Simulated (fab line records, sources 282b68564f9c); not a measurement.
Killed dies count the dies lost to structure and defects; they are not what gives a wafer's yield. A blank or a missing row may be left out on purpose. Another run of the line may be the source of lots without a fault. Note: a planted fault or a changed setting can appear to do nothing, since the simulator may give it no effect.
fab line records	flow ritCmos
record: lots: 13	wafers: 39	lastDay: 7
route steps=202 shown GATE@83 PSD@151 SILICIDE@162 CONTACT@179 M1@202
lots that met no fault: taken from a fault-free run of the same line
startH: hours from the record's first day to the start of the lot's first wafer shown	waitH: time in hours since the lot's previous step	" identical to the entry in the row above	L1.1+2: one row covering several wafers at once	- value missing, or start not given	* or withheld: withheld	< > ~ a bound
route shown NAME@n: NAME is a module with steps in the file, n the number in the route of the first one	usual: average and standard deviation across the fault-free wafers	same: alike in all rows	chamber/n: place in a boat	sites: the reading at each site	_std_site: how widely they spread, as a standard deviation	_edge_site: outer sites' mean less inner sites'	radiusMm: how far each site lies from the wafer's centre	mask NAME#n: copy n	behind: the tool/chamber that last shaped the wafer	hold: why the lot went on hold/how many hours it stayed there/how the hold came to an end	device: whichever transistor did not switch (one of n, p or np)	end of line: at the end of the route, the tests of the same wafers	a step without rows: its recipe alone	killed: dies lost to structure and defects at the first sort, not the wafer's yield	map: the dies of a wafer, with x for killed, . for not killed, _ for no die there
set.NAME: the setting as run; set.NAME@STEP: as run at that earlier step	model.NAME: the simulator's own value behind a step, which no gauge read
route steps across a sampled set of lots; one table per step, one row per wafer
services: when a tool's chamber went out of use (startH, in hours from the record's first day, below 0 if earlier), for how many hours, and the reason
== steps ==
step: RIT_GATE_THK_MEAS_07
recipe: reads: SiO2_of_GATE_OXIDATION_05
usual: GATE_OXIDE_THK: 3.02/0.065
lot.wafer	tool	chamber	startH	waitH	GATE_OXIDE_THK[nm]
L390.3	filmMetro-01	-	41.47	0.0	3.08
L390.5	"	-	"	"	3.03
L390.6	"	-	"	"	3.02
L391.2	filmMetro-03	-	44.76	0.0	2.97
L391.4	"	-	"	"	2.89
L391.5	"	-	"	"	2.92
L392.1	filmMetro-01	-	49.03	0.0	3.09
L392.2	"	-	"	"	3.02
L392.6	"	-	"	"	3.07
L394.3	filmMetro-03	-	58.42	0.0	2.99
L394.4	"	-	"	"	3.04
L394.5	"	-	"	"	2.94
L395.2	filmMetro-04	-	63.77	0.0	2.92
L395.3	"	-	"	"	2.92
L395.5	"	-	"	"	2.89
L396.2	filmMetro-01	-	68.79	0.0	3.02
L396.3	"	-	"	"	2.99
L396.6	"	-	"	"	3.01
L397.1	filmMetro-04	-	75.62	0.0	3.02
L397.2	"	-	"	"	3.03
L397.4	"	-	"	"	3.02
L398.2	filmMetro-04	-	79.80	0.0	3.11
L398.3	"	-	"	"	3.09
L398.5	"	-	"	"	3.12
L400.1	filmMetro-04	-	88.38	0.0	3.03
L400.3	"	-	"	"	3.01
L400.4	"	-	"	"	3.07
L408.3	filmMetro-03	-	131.01	0.0	2.97
L408.5	"	-	"	"	2.93
L408.6	"	-	"	"	2.88
L410.1	filmMetro-03	-	142.01	0.0	3.08
L410.4	"	-	"	"	3.14
L410.6	"	-	"	"	3.10
L411.1	filmMetro-04	-	143.34	0.0	3.02
L411.2	"	-	"	"	2.99
L411.4	"	-	"	"	2.95
L412.4	filmMetro-04	-	149.81	0.0	3.06
L412.5	"	-	"	"	3.02
L412.6	"	-	"	"	3.07
step: RIT_PSD_STRIP_09
recipe: chemistry: O2	timeS: 180	resist: NOVOLAK	platenTempC: withheld	powerW: 500	pressureMtorr: 4000	o2FlowSccm: 4000
usual: drypumpMotorCurrentA: 5.5/0.47
lot.wafer	tool	chamber	startH	waitH	drypumpMotorCurrentA	rfHoursCounterH
L390.3	plasmaAsher-03	1	56.23	0.1	5.2	-
L390.5	"	0	"	"	6.3	-
L390.6	"	1	"	"	5.2	-
L391.2	plasmaAsher-04	1	61.03	0.1	4.9	44
L391.4	"	1	"	"	4.9	-
L391.5	"	0	"	"	5.5	-
L392.1	plasmaAsher-03	1	65.83	0.1	5.2	26
L392.2	"	0	"	"	6.4	26
L392.6	"	0	"	"	6.4	-
L394.3	plasmaAsher-01	0	75.07	0.1	5.7	-
L394.4	"	1	"	"	6.0	-
L394.5	"	1	"	"	6.0	-
L395.2	plasmaAsher-01	0	78.52	0.1	5.6	44
L395.3	"	0	"	"	5.6	-
L395.5	"	0	"	"	5.6	-
L396.2	plasmaAsher-03	0	83.64	0.1	6.4	28
L396.3	"	0	"	"	6.3	-
L396.6	"	0	"	"	6.4	-
L397.1	plasmaAsher-04	0	90.17	0.1	5.5	47
L397.2	"	1	"	"	4.9	47
L397.4	"	0	"	"	5.5	-
L398.2	plasmaAsher-01	0	94.37	0.1	5.6	46
L398.3	"	1	"	"	6.0	-
L398.5	"	0	"	"	5.6	-
L400.1	plasmaAsher-03	0	103.91	0.1	6.4	30
L400.3	"	0	"	"	6.4	-
L400.4	"	1	"	"	5.2	-
L408.3	plasmaAsher-04	0	148.48	0.1	5.5	-
L408.5	"	1	"	"	5.0	-
L408.6	"	0	"	"	5.5	-
L410.1	plasmaAsher-04	0	156.78	0.1	5.5	55
L410.4	"	0	"	"	5.5	-
L410.6	"	0	"	"	5.4	-
L411.1	plasmaAsher-04	0	158.61	0.1	5.5	56
L411.2	"	1	"	"	4.9	56
L411.4	"	1	"	"	4.9	-
L412.4	plasmaAsher-04	0	164.57	0.1	5.4	-
L412.5	"	1	"	"	5.0	-
L412.6	"	0	"	"	5.5	-
step: RIT_SILICIDE_SPUTTER_01
recipe: material: Ti	targetThkNm: 30	powerW: 350	chamberPressurePa: 0.667	gas: Ar	timeS: 240	substrateTempC: 25
usual: chamberPressurePa: 0.6671/0.0013	substrateTempC: 24.99/0.11	throttleValvePct: 30.0/0.55
lot.wafer	tool	chamber	startH	waitH	chamberPressurePa	substrateTempC	throttleValvePct
L390.3	pvdSputter-01	-	57.33	0.0	0.6668	24.83	29.8
L390.5	"	-	"	"	0.6644	25.19	30.3
L390.6	"	-	"	"	0.6691	24.88	29.9
L391.2	pvdSputter-04	-	62.22	0.0	0.6668	25.03	30.2
L391.4	"	-	"	"	0.6679	25.05	29.9
L391.5	"	-	"	"	0.6678	24.84	30.4
L392.1	pvdSputter-01	-	67.02	0.0	0.6685	25.02	29.6
L392.2	"	-	"	"	0.6681	25.01	30.4
L392.6	"	-	"	"	0.6674	24.89	30.6
L394.3	pvdSputter-03	-	76.17	0.0	0.6684	25.04	30.1
L394.4	"	-	"	"	0.6663	25.10	28.8
L394.5	"	-	"	"	0.6680	24.74	30.1
L395.2	pvdSputter-01	-	79.70	0.0	0.6662	24.92	30.4
L395.3	"	-	"	"	0.6668	25.17	30.3
L395.5	"	-	"	"	0.6677	24.86	30.4
L396.2	pvdSputter-03	-	84.79	0.0	0.6678	24.96	30.2
L396.3	"	-	"	"	0.6683	25.01	28.8
L396.6	"	-	"	"	0.6686	24.99	28.8
L397.1	pvdSputter-01	-	91.32	0.0	0.6669	25.07	30.1
L397.2	"	-	"	"	0.6668	25.09	29.9
L397.4	"	-	"	"	0.6667	24.87	29.4
L398.2	pvdSputter-03	-	95.52	0.0	0.6670	25.03	28.8
L398.3	"	-	"	"	0.6695	25.04	30.1
L398.5	"	-	"	"	0.6682	25.25	30.0
L400.1	pvdSputter-03	-	105.06	0.0	0.6676	24.93	30.3
L400.3	"	-	"	"	0.4038	25.10	37.2
L400.4	"	-	"	"	0.6661	24.94	29.1
L408.3	pvdSputter-01	-	149.57	0.0	0.6649	24.99	30.9
L408.5	"	-	"	"	0.6674	25.02	30.5
L408.6	"	-	"	"	0.6657	24.87	29.6
L410.1	pvdSputter-01	-	157.95	0.0	0.6663	25.05	30.1
L410.4	"	-	"	"	0.6677	24.96	30.5
L410.6	"	-	"	"	0.6680	24.99	29.9
L411.1	pvdSputter-04	-	159.78	0.0	0.6684	24.94	29.9
L411.2	"	-	"	"	0.6658	24.86	31.0
L411.4	"	-	"	"	0.6658	25.10	30.5
L412.4	pvdSputter-01	-	165.67	0.0	0.6678	24.77	30.4
L412.5	"	-	"	"	0.6670	24.97	30.1
L412.6	"	-	"	"	0.6659	25.03	30.0
step: RIT_SILICIDE_RS_MEAS_02
recipe: thkMeasGauge: four-point-probe	reads: Ti_of_SILICIDE_SPUTTER_01
usual: SILICIDE_TI_RS: 48.1/0.52
lot.wafer	tool	chamber	startH	waitH	hold	SILICIDE_TI_RS[ohm/sq]
L390.3	filmMetro-04	-	57.52	0.1	-	47.0
L390.5	"	-	"	"	-	47.5
L390.6	"	-	"	"	-	47.0
L391.2	filmMetro-04	-	62.39	0.1	-	47.1
L391.4	"	-	"	"	-	47.5
L391.5	"	-	"	"	-	47.5
L392.1	filmMetro-04	-	67.17	0.1	-	48.4
L392.2	"	-	"	"	-	48.0
L392.6	"	-	"	"	-	47.9
L394.3	filmMetro-03	-	76.36	0.1	-	47.7
L394.4	"	-	"	"	-	47.4
L394.5	"	-	"	"	-	47.2
L395.2	filmMetro-01	-	79.87	0.1	-	48.0
L395.3	"	-	"	"	-	48.3
L395.5	"	-	"	"	-	48.8
L396.2	filmMetro-01	-	84.96	0.1	-	47.2
L396.3	"	-	"	"	-	47.7
L396.6	"	-	"	"	-	48.1
L397.1	filmMetro-03	-	91.47	0.1	-	47.9
L397.2	"	-	"	"	-	47.9
L397.4	"	-	"	"	-	47.7
L398.2	filmMetro-03	-	95.69	0.1	-	49.0
L398.3	"	-	"	"	-	49.2
L398.5	"	-	"	"	-	48.8
L400.1	filmMetro-01	-	105.21	0.1	awaitDispo/0.2h/release	48.5
L400.3	"	-	"	"	awaitDispo/0.2h/release	26.9
L400.4	"	-	"	"	awaitDispo/0.2h/release	48.6
L400.1	filmMetro-01	-	105.50	0.3	-	49.0
L400.3	"	-	"	"	-	27.1
L400.4	"	-	"	"	-	49.1
L408.3	filmMetro-03	-	149.76	0.1	-	47.7
L408.5	"	-	"	"	-	47.7
L408.6	"	-	"	"	-	47.8
L410.1	filmMetro-04	-	158.10	0.1	-	48.8
L410.4	"	-	"	"	-	48.8
L410.6	"	-	"	"	-	48.4
L411.1	filmMetro-04	-	159.93	0.1	-	48.2
L411.2	"	-	"	"	-	48.1
L411.4	"	-	"	"	-	48.1
L412.4	filmMetro-01	-	165.88	0.1	-	48.4
L412.5	"	-	"	"	-	48.5
L412.6	"	-	"	"	-	47.6
step: RIT_SILICIDE_THK_MEAS_03
recipe: thkMeasGauge: xrf	reads: Ti_of_SILICIDE_SPUTTER_01
usual: SILICIDE_TI_THK: 29.82/0.29
lot.wafer	tool	chamber	startH	waitH	hold	SILICIDE_TI_THK[nm]
L390.3	filmMetro-04	-	57.62	0.1	-	30.52
L390.5	"	-	"	"	-	30.15
L390.6	"	-	"	"	-	30.45
L391.2	filmMetro-04	-	62.50	0.1	-	30.41
L391.4	"	-	"	"	-	30.25
L391.5	"	-	"	"	-	30.18
L392.1	filmMetro-04	-	67.29	0.1	-	29.74
L392.2	"	-	"	"	-	30.05
L392.6	"	-	"	"	-	30.02
L394.3	filmMetro-03	-	76.46	0.1	-	30.10
L394.4	"	-	"	"	-	30.17
L394.5	"	-	"	"	-	30.20
L395.2	filmMetro-01	-	79.98	0.1	-	29.69
L395.3	"	-	"	"	-	29.55
L395.5	"	-	"	"	-	29.35
L396.2	filmMetro-01	-	85.07	0.1	-	30.17
L396.3	"	-	"	"	-	29.73
L396.6	"	-	"	"	-	29.92
L397.1	filmMetro-03	-	91.59	0.1	-	29.91
L397.2	"	-	"	"	-	30.06
L397.4	"	-	"	"	-	29.98
L398.2	filmMetro-03	-	95.80	0.1	-	29.46
L398.3	"	-	"	"	-	29.35
L398.5	"	-	"	"	-	29.39
L400.1	filmMetro-01	-	108.04	2.5	awaitDispo/0.2h/release	29.62
L400.3	"	-	"	"	awaitDispo/0.2h/release	32.99
L400.4	"	-	"	"	awaitDispo/0.2h/release	29.56
L400.1	filmMetro-01	-	108.27	0.2	-	29.60
L400.3	"	-	"	"	-	33.02
L400.4	"	-	"	"	-	29.41
L408.3	filmMetro-03	-	149.86	0.1	-	29.92
L408.5	"	-	"	"	-	29.77
L408.6	"	-	"	"	-	29.67
L410.1	filmMetro-04	-	158.22	0.1	-	29.48
L410.4	"	-	"	"	-	29.67
L410.6	"	-	"	"	-	29.91
L411.1	filmMetro-04	-	160.05	0.1	-	29.97
L411.2	"	-	"	"	-	30.04
L411.4	"	-	"	"	-	29.98
L412.4	filmMetro-01	-	165.97	0.1	-	29.51
L412.5	"	-	"	"	-	29.69
L412.6	"	-	"	"	-	30.12
step: RIT_CONTACT_ETCH_11
recipe: targetDepthA: 4800	overEtchFrac: 0.2	stopOn: TiSi2	chemistry: CHF3/CF4/Ar	target: SiO2	CHF3_flow_sccm: 50	cf4FlowSccm: 10	Ar_flow_sccm: 100	O2_flow_sccm: 5	pressureMtorr: 100	rfW: 200	timeS: 335
usual: drypumpMotorCurrentA: 5.5/0.33	mfcArSccm: 99.9/0.32	oesProductAu: 0.990/0.016	throttleValvePct: 8.86/0.16
lot.wafer	tool	chamber	startH	waitH	drypumpMotorCurrentA	mfcArSccm	oesProductAu	rfHoursCounterH	throttleValvePct
L390.3	rieDiel-03	0	59.36	0.1	5.1	99.5	1.017	150	8.88
L390.5	"	1	"	"	5.5	100.2	0.981	-	8.69
L390.6	"	0	"	"	5.1	99.9	1.011	-	8.88
L391.2	rieDiel-03	1	64.23	0.1	5.5	99.1	0.971	47	8.72
L391.4	"	3	"	"	5.9	100.3	0.984	104	9.01
L391.5	"	1	"	"	5.5	99.5	0.972	-	8.68
L392.1	rieDiel-02	2	69.07	0.1	4.9	99.7	0.959	33	8.80
L392.2	"	1	"	"	5.3	99.7	1.004	4	9.01
L392.6	"	0	"	"	5.8	100.1	0.990	-	8.91
L394.3	rieDiel-04	2	78.19	0.1	5.6	99.7	0.971	126	8.54
L394.4	"	3	"	"	5.2	100.3	0.995	11	9.16
L394.5	"	1	"	"	6.1	100.5	0.999	-	8.77
L395.2	rieDiel-03	2	81.71	0.1	5.5	100.0	1.007	96	9.02
L395.3	"	3	"	"	5.9	100.5	0.981	104	9.00
L395.5	"	3	"	"	5.9	100.2	0.983	-	9.00
L396.2	rieDiel-02	1	86.68	0.1	5.3	100.2	0.998	4	9.03
L396.3	"	3	"	"	5.5	100.2	1.008	87	8.67
L396.6	"	1	"	"	5.3	100.0	1.000	-	9.03
L397.1	rieDiel-02	3	93.27	0.1	5.5	100.4	0.993	87	8.66
L397.2	"	2	"	"	4.9	99.8	0.963	34	8.82
L397.4	"	0	"	"	5.8	100.4	0.987	110	8.93
L398.2	rieDiel-03	0	97.53	0.1	5.1	100.0	1.022	151	8.89
L398.3	"	1	"	"	5.5	100.3	0.981	48	8.72
L398.5	"	2	"	"	5.5	100.4	1.000	-	9.00
L400.1	rieDiel-02	0	111.36	0.1	5.8	99.9	0.990	110	8.92
L400.3	"	3	"	"	5.5	100.0	1.005	87	8.65
L400.4	"	1	"	"	5.3	99.8	1.004	5	9.03
L408.3	rieDiel-03	3	151.68	0.1	5.9	99.6	0.975	106	9.02
L408.5	"	3	"	"	5.9	99.6	0.978	-	9.02
L408.6	"	2	"	"	5.5	100.3	1.004	-	9.00
L410.1	rieDiel-04	2	159.96	0.1	5.6	99.1	0.964	128	8.54
L410.4	"	0	"	"	5.7	99.3	0.997	-	8.91
L410.6	"	2	"	"	5.6	99.6	0.966	-	8.57
L411.1	rieDiel-03	3	161.79	0.1	5.9	99.6	0.982	106	9.00
L411.2	"	2	"	"	5.5	99.8	1.003	98	8.99
L411.4	"	0	"	"	5.2	100.3	0.987	-	8.90
L412.4	rieDiel-02	3	167.62	0.1	5.5	100.2	0.999	88	8.66
L412.5	"	3	"	"	5.5	99.8	0.999	-	8.66
L412.6	"	0	"	"	5.8	100.2	0.987	-	8.91
step: RIT_M1_PROBE_99
usual: killedAtContacts: 0.1/0.25	killedAtFrontEnd: 7.1/2.9	killedDies: 7.2/2.9	killedOnRim: 2.0/1.3	killedOpen: 3.6/1.9	killedShort: 3.5/1.9
same: grossDies: 264	killed_at_M0_to_M3: 0	killed_at_M4_up: 0	killedAtBackSide: 0	killedAtOther: 0
lot.wafer	tool	chamber	startH	waitH	killedAtContacts	killedAtFrontEnd	killedDies	killedOnRim	killedOpen	killedShort
L390.3	prober-01	-	64.33	0.2	1	2	3	1	0	3
L390.5	prober-01	-	64.43	0.2	0	6	6	2	4	2
L390.6	prober-01	-	64.48	0.2	0	8	8	2	3	5
L391.2	prober-02	-	70.52	0.1	0	6	6	1	2	4
L391.4	prober-02	-	70.62	0.2	0	5	5	3	0	5
L391.5	prober-02	-	70.67	0.2	0	7	7	1	5	2
L392.1	prober-01	-	74.26	0.1	0	4	4	3	2	2
L392.2	prober-01	-	74.31	0.1	0	7	7	2	4	3
L392.6	prober-01	-	74.51	0.2	0	3	3	1	1	2
L394.3	prober-01	-	83.77	0.2	0	3	3	0	3	0
L394.4	prober-01	-	83.82	0.2	0	8	8	2	5	3
L394.5	prober-01	-	83.87	0.2	0	11	11	0	7	4
L395.2	prober-02	-	87.01	0.1	0	12	12	5	7	5
L395.3	prober-02	-	87.06	0.2	0	4	4	1	1	3
L395.5	prober-02	-	87.16	0.2	0	10	10	0	4	6
L396.2	prober-01	-	91.58	0.1	0	3	3	1	3	0
L396.3	prober-01	-	91.63	0.2	0	6	6	1	4	2
L396.6	prober-01	-	91.78	0.2	0	9	9	2	5	4
L397.1	prober-01	-	98.12	0.1	0	5	5	1	4	1
L397.2	prober-01	-	98.17	0.1	0	2	2	1	1	1
L397.4	prober-01	-	98.27	0.2	0	4	4	1	0	4
L398.2	prober-02	-	102.50	0.1	0	7	7	3	4	3
L398.3	prober-02	-	102.55	0.2	0	5	5	2	3	2
L398.5	prober-02	-	102.65	0.2	0	4	4	1	3	1
L400.1	prober-02	-	116.32	0.1	0	12	12	3	6	6
L400.3	prober-02	-	116.42	0.2	0	7	7	2	4	3
L400.4	prober-02	-	116.47	0.2	0	6	6	2	3	3
L408.3	prober-02	-	156.67	0.2	0	9	9	4	3	5
L408.5	prober-02	-	156.77	0.2	0	7	7	3	2	4
L408.6	prober-02	-	156.82	0.2	0	12	12	2	7	5
L410.1	prober-02	-	165.04	0.1	0	7	7	1	3	4
L410.4	prober-02	-	165.19	0.2	0	7	7	2	4	3
L410.6	prober-02	-	165.29	0.2	0	10	10	1	6	4
L411.1	prober-02	-	167.98	0.1	0	6	6	2	3	3
L411.2	prober-02	-	168.03	0.1	0	11	11	4	6	5
L411.4	prober-02	-	168.13	0.2	0	3	3	0	1	2
L412.4	prober-01	-	172.63	0.2	0	9	9	2	4	5
L412.5	prober-01	-	172.68	0.2	0	9	9	2	3	6
L412.6	prober-01	-	172.73	0.2	0	6	6	1	2	4
killed by level:class
L390.3 GATE:geometricParticle:short=2 CONTACT:geometricParticle:short=1
L390.5 FOX1:geometricParticle:open=1 FOX1:geometricParticle:short=1 GATE:geometricParticle:open=1 REOX:geometricParticle:open=1 SPACER:geometricParticle:short=1 SPACER:geometricParticle:open=1
L390.6 REOX:geometricParticle:short=3 REOX:geometricParticle:open=2 FOX1:geometricParticle:short=1 GATE:geometricParticle:open=1 GATE:geometricParticle:short=1
L391.2 GATE:geometricParticle:short=2 FOX1:geometricParticle:open=1 FOX2:geometricParticle:short=1 GATE:geometricParticle:open=1 SPACER:geometricParticle:short=1
L391.4 GATE:geometricParticle:short=2 REOX:geometricParticle:short=1 SPACER:geometricParticle:short=1 SILICIDE:geometricParticle:short=1
L391.5 FOX2:geometricParticle:open=2 GATE:geometricParticle:open=1 SPACER:geometricParticle:short=1 SPACER:geometricParticle:open=1 SILICIDE:geometricParticle:open=1 SILICIDE:geometricParticle:short=1
L392.1 FOX1:geometricParticle:open=2 FOX1:geometricParticle:short=1 FOX2:geometricParticle:short=1
L392.2 GATE:geometricParticle:open=4 FOX2:geometricParticle:short=1 GATE:geometricParticle:short=1 REOX:geometricParticle:short=1
L392.6 SILICIDE:geometricParticle:short=2 FOX2:geometricParticle:open=1
L394.3 FOX2:geometricParticle:open=2 REOX:geometricParticle:open=1
L394.4 GATE:geometricParticle:open=3 GATE:geometricParticle:short=2 REOX:geometricParticle:open=1 SILICIDE:geometricParticle:short=1 SILICIDE:geometricParticle:open=1
L394.5 GATE:geometricParticle:open=3 FOX1:geometricParticle:open=2 REOX:geometricParticle:short=2 SILICIDE:geometricParticle:open=2 FOX2:geometricParticle:short=1 SILICIDE:geometricParticle:short=1
L395.2 SILICIDE:geometricParticle:open=3 SPACER:geometricParticle:short=2 FOX1:geometricParticle:short=1 FOX1:geometricParticle:open=1 FOX2:geometricParticle:open=1 FOX2:geometricParticle:short=1 GATE:geometricParticle:open=1 GATE:geometricParticle:short=1
L395.3 FOX2:geometricParticle:short=2 FOX1:geometricParticle:short=1 FOX2:geometricParticle:open=1
L395.5 GATE:geometricParticle:short=2 GATE:geometricParticle:open=2 SILICIDE:geometricParticle:short=2 FOX2:geometricParticle:short=1 SPACER:geometricParticle:open=1 SPACER:geometricParticle:short=1 SILICIDE:geometricParticle:open=1
L396.2 SPACER:geometricParticle:open=2 REOX:geometricParticle:open=1
L396.3 FOX1:geometricParticle:short=1 GATE:geometricParticle:open=1 GATE:geometricParticle:short=1 REOX:geometricParticle:open=1 SPACER:geometricParticle:open=1 SILICIDE:geometricParticle:open=1
L396.6 GATE:geometricParticle:short=3 GATE:geometricParticle:open=2 FOX1:geometricParticle:open=1 REOX:geometricParticle:open=1 SPACER:geometricParticle:short=1 SILICIDE:geometricParticle:open=1
L397.1 SPACER:geometricParticle:open=2 FOX1:geometricParticle:short=1 FOX1:geometricParticle:open=1 GATE:geometricParticle:open=1
L397.2 FOX1:geometricParticle:open=1 SPACER:geometricParticle:short=1
L397.4 SPACER:geometricParticle:short=2 FOX1:geometricParticle:short=1 GATE:geometricParticle:short=1
L398.2 GATE:geometricParticle:open=2 FOX2:geometricParticle:short=1 GATE:geometricParticle:short=1 REOX:geometricParticle:short=1 SPACER:geometricParticle:open=1 SILICIDE:geometricParticle:open=1
L398.3 REOX:geometricParticle:short=2 FOX1:geometricParticle:open=1 GATE:geometricParticle:open=1 REOX:geometricParticle:open=1
L398.5 FOX1:geometricParticle:open=1 GATE:geometricParticle:open=1 REOX:geometricParticle:open=1 SILICIDE:geometricParticle:short=1
L400.1 GATE:geometricParticle:short=5 GATE:geometricParticle:open=3 REOX:geometricParticle:open=2 REOX:geometricParticle:short=1 SILICIDE:geometricParticle:open=1
L400.3 SILICIDE:geometricParticle:open=2 FOX1:geometricParticle:short=1 FOX2:geometricParticle:open=1 GATE:geometricParticle:short=1 GATE:geometricParticle:open=1 SILICIDE:geometricParticle:short=1
L400.4 GATE:geometricParticle:short=3 GATE:geometricParticle:open=2 SPACER:geometricParticle:open=1
L408.3 GATE:geometricParticle:short=4 GATE:geometricParticle:open=2 REOX:geometricParticle:open=1 SILICIDE:geometricParticle:short=1 PSD:coatMicrobubblePrinted=1
L408.5 SILICIDE:geometricParticle:short=3 GATE:geometricParticle:open=1 GATE:geometricParticle:short=1 REOX:geometricParticle:open=1 NSD:coatMicrobubblePrinted=1
L408.6 GATE:geometricParticle:open=6 GATE:geometricParticle:short=3 REOX:geometricParticle:short=1 REOX:geometricParticle:open=1 SILICIDE:geometricParticle:short=1
L410.1 GATE:geometricParticle:short=3 FOX1:geometricParticle:open=1 FOX1:geometricParticle:short=1 FOX2:geometricParticle:open=1 GATE:geometricParticle:open=1
L410.4 FOX1:geometricParticle:open=1 FOX1:geometricParticle:short=1 FOX2:geometricParticle:open=1 FOX2:geometricParticle:short=1 GATE:geometricParticle:short=1 GATE:geometricParticle:open=1 REOX:geometricParticle:open=1
L410.6 GATE:geometricParticle:open=3 GATE:geometricParticle:short=2 FOX1:geometricParticle:open=1 REOX:geometricParticle:open=1 SPACER:geometricParticle:open=1 SPACER:geometricParticle:short=1 SILICIDE:geometricParticle:short=1
L411.1 FOX2:geometricParticle:short=1 FOX2:geometricParticle:open=1 GATE:geometricParticle:short=1 REOX:geometricParticle:open=1 SPACER:geometricParticle:short=1 SPACER:geometricParticle:open=1
L411.2 GATE:geometricParticle:short=3 FOX1:geometricParticle:open=2 FOX2:geometricParticle:short=2 REOX:geometricParticle:open=2 FOX2:geometricParticle:open=1 SILICIDE:geometricParticle:open=1
L411.4 FOX1:geometricParticle:open=1 GATE:geometricParticle:short=1 SPACER:geometricParticle:short=1
L412.4 SILICIDE:geometricParticle:open=2 FOX2:geometricParticle:open=1 FOX2:geometricParticle:short=1 GATE:geometricParticle:open=1 GATE:geometricParticle:short=1 REOX:geometricParticle:short=1 SPACER:geometricParticle:short=1 SILICIDE:geometricParticle:short=1
L412.5 GATE:geometricParticle:open=2 GATE:geometricParticle:short=2 REOX:geometricParticle:short=2 ACTIVE:geometricParticle:open=1 FOX1:geometricParticle:short=1 SILICIDE:geometricParticle:short=1
L412.6 FOX1:geometricParticle:short=1 FOX2:geometricParticle:short=1 GATE:geometricParticle:short=1 GATE:geometricParticle:open=1 SPACER:geometricParticle:open=1 SILICIDE:geometricParticle:short=1
== services ==
tool	chamber	startH	hours	kind
plasmaAsher-01	-	34.24	5.5	repair
rieDiel-02	2	34.72	10.8	repair
pvdSputter-03	-	35.80	0.5	repair
plasmaAsher-04	-	52.02	1.9	repair
rieDiel-04	2	55.77	5.1	repair
pvdSputter-04	-	70.36	1.3	repair
pvdSputter-01	-	95.55	3.5	repair
plasmaAsher-01	-	108.75	9.0	pm
plasmaAsher-01	0	108.75	9.0	ventCycle
plasmaAsher-01	1	108.75	9.0	ventCycle
plasmaAsher-01	0	117.75	-	clean
plasmaAsher-01	1	117.75	-	clean
pvdSputter-01	-	122.45	3.9	repair
rieDiel-03	0	140.42	-	clean
rieDiel-03	0	140.42	19.8	scheduledDown
rieDiel-03	0	140.42	19.8	ventCycle
rieDiel-03	1	159.66	3.9	repair
== key ==
firstSign: step: RIT_SILICIDE_SPUTTER_01	reading: chamberPressurePa	direction: down	sigmas: 99+	usual: 0.6671	struck: 0.4038
effect: step: RIT_SILICIDE_SPUTTER_01	reading: throttleValvePct	direction: up	sigmas: 13	usual: 30.0	struck: 37.2
effect: step: RIT_SILICIDE_RS_MEAS_02	reading: visit	direction: added
effect: step: RIT_SILICIDE_RS_MEAS_02	reading: SILICIDE_TI_RS	direction: down	sigmas: 40	usual: 48.1	struck: 26.9
effect: step: RIT_SILICIDE_THK_MEAS_03	reading: visit	direction: added
effect: step: RIT_SILICIDE_THK_MEAS_03	reading: SILICIDE_TI_THK	direction: up	sigmas: 11	usual: 29.82	struck: 32.99
metAt RIT_SILICIDE_SPUTTER_01
struckLots L400
struckWafers L400.3
testerLeftOut L400
notActingAt RIT_GATE_THK_MEAS_07,RIT_PSD_STRIP_09,RIT_CONTACT_ETCH_11
onsetBetween 95.52 105.06
fault: kind: processParameterDrift	tool: pvdSputter-03	chamber: -	onsetH: 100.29	steps: RIT_SILICIDE_SPUTTER_01	channel: chamberPressurePa	offset: -0.26516	shape: step	endH: 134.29	actsIn: theseRecipesOnly	stated: 0.667	scope: struckWafersOnly
testerLeftOut: of these lots the tester's yield and bins aren't shown, on N5 and GAA mostly nor the transistor test; their killed dies are dies lost to structure and defects alone, not to doping, threshold or leakage, so they don't give the yield
